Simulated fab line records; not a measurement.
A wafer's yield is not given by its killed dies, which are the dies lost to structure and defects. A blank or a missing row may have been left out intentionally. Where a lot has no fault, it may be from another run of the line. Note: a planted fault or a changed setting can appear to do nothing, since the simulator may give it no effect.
Check for tools in common + flow berkeley cmos170 + Sample size 16 lots and 48 wafers

## REASON IT WAS OPENED
Of 16 lots, 4 have the reading NLDD_TW flagged at UCB170_NLDD_TW_MEAS_11. No-fault wafers: 2221, standard deviation 23.
Rule: flag the lot when none of its wafers has a number, or when each of its wafers that has one lies beyond 4 standard deviations from that mean. As for the other lots, they are considered sound.

| lot  | measured     | on            | NLDD_TW, wafer by wafer | flag    |
|------|--------------|---------------|-------------------------|---------|
| L927 | day 7 17:41  | film metro-01 | 2214 2198 2202          |         |
| L928 | day 7 18:01  | film metro-04 | 2234 2233 2226          |         |
| L926 | day 7 18:53  | film metro-04 | 2230 2229 2239          |         |
| L931 | day 8 02:10  | film metro-01 | 2201 2189 2196          |         |
| L930 | day 8 02:53  | film metro-01 | 2193 2199 2199          |         |
| L929 | day 8 03:10  | film metro-02 | 2248 2255 2238          |         |
| L933 | day 8 17:50  | film metro-04 | 2224 2224 2225          |         |
| L932 | day 8 18:20  | film metro-04 | 2215 2221 2210          |         |
| L935 | day 9 01:59  | film metro-02 | 2240 2239 2243          |         |
| L937 | day 9 12:40  | film metro-02 | 2232 2244 2248          |         |
| L938 | day 9 12:56  | film metro-01 | 2181 2194 2188          |         |
| L940 | day 9 23:17  | film metro-02 | 2241 2233 2223          |         |
| L942 | day 10 17:35 | film metro-01 | 1886 1886 1890          | FLAGGED |
| L943 | day 10 18:26 | film metro-04 | 1933 1925 1929          | FLAGGED |
| L945 | day 11 14:15 | film metro-02 | 1945 1953 1944          | FLAGGED |
| L944 | day 11 14:34 | film metro-04 | 1927 1924 1918          | FLAGGED |
Average over the flagged lots: 1922; offset from the usual -299, equal to -13 standard deviations.

## WHICH TOOL RAN EACH LOT
The record holds 1 process step before the reading, out of a route of 331 steps. Read each cell as the tool, then ch plus the chambers that the sampled wafers visited, then the start.
| lot  | flag    | UCB170_NLDD_IMPLANT_08          |
|------|---------|---------------------------------|
| L927 |         | implanter-04 ch 0, day 7 17:19  |
| L928 |         | implanter-01 ch 0, day 7 17:38  |
| L926 |         | implanter-04 ch 0, day 7 18:29  |
| L931 |         | implanter-02 ch 0, day 8 01:46  |
| L930 |         | implanter-01 ch 0, day 8 02:29  |
| L929 |         | implanter-02 ch 0, day 8 02:46  |
| L933 |         | implanter-02 ch 0, day 8 17:27  |
| L932 |         | implanter-01 ch 0, day 8 17:57  |
| L935 |         | implanter-04 ch 0, day 9 01:35  |
| L937 |         | implanter-04 ch 0, day 9 12:18  |
| L938 |         | implanter-02 ch 0, day 9 12:33  |
| L940 |         | implanter-04 ch 0, day 9 22:52  |
| L942 | FLAGGED | implanter-01 ch 0, day 10 17:13 |
| L943 | FLAGGED | implanter-01 ch 0, day 10 18:04 |
| L945 | FLAGGED | implanter-04 ch 0, day 11 13:51 |
| L944 | FLAGGED | implanter-01 ch 0, day 11 14:13 |
What is done by these steps:
- UCB170_NLDD_IMPLANT_08
- UCB170_NLDD_TW_MEAS_11

## FLAGGED AGAINST TOTAL, ONE TOOL AT A TIME (gauges that did the reading follow at the end)
| step                   | tool          | lots run | flagged | share of the flagged lots | sound lots run after its first flagged lot |
|------------------------|---------------|----------|---------|---------------------------|--------------------------------------------|
| UCB170_NLDD_IMPLANT_08 | implanter-01  | 6        | 3       | some                      | 0                                          |
| UCB170_NLDD_IMPLANT_08 | implanter-02  | 4        | 0       | none                      | -                                          |
| UCB170_NLDD_IMPLANT_08 | implanter-04  | 6        | 1       | some                      | 0                                          |
| UCB170_NLDD_TW_MEAS_11 | film metro-01 | 5        | 1       | some                      | 0                                          |
| UCB170_NLDD_TW_MEAS_11 | film metro-02 | 5        | 1       | some                      | 0                                          |
| UCB170_NLDD_TW_MEAS_11 | film metro-04 | 6        | 2       | some                      | 0                                          |

## THE TABLE: WHAT IT ALLOWS
No row of the table ran every flagged lot.

## WHAT WAS PUT IN BY THE SIMULATOR
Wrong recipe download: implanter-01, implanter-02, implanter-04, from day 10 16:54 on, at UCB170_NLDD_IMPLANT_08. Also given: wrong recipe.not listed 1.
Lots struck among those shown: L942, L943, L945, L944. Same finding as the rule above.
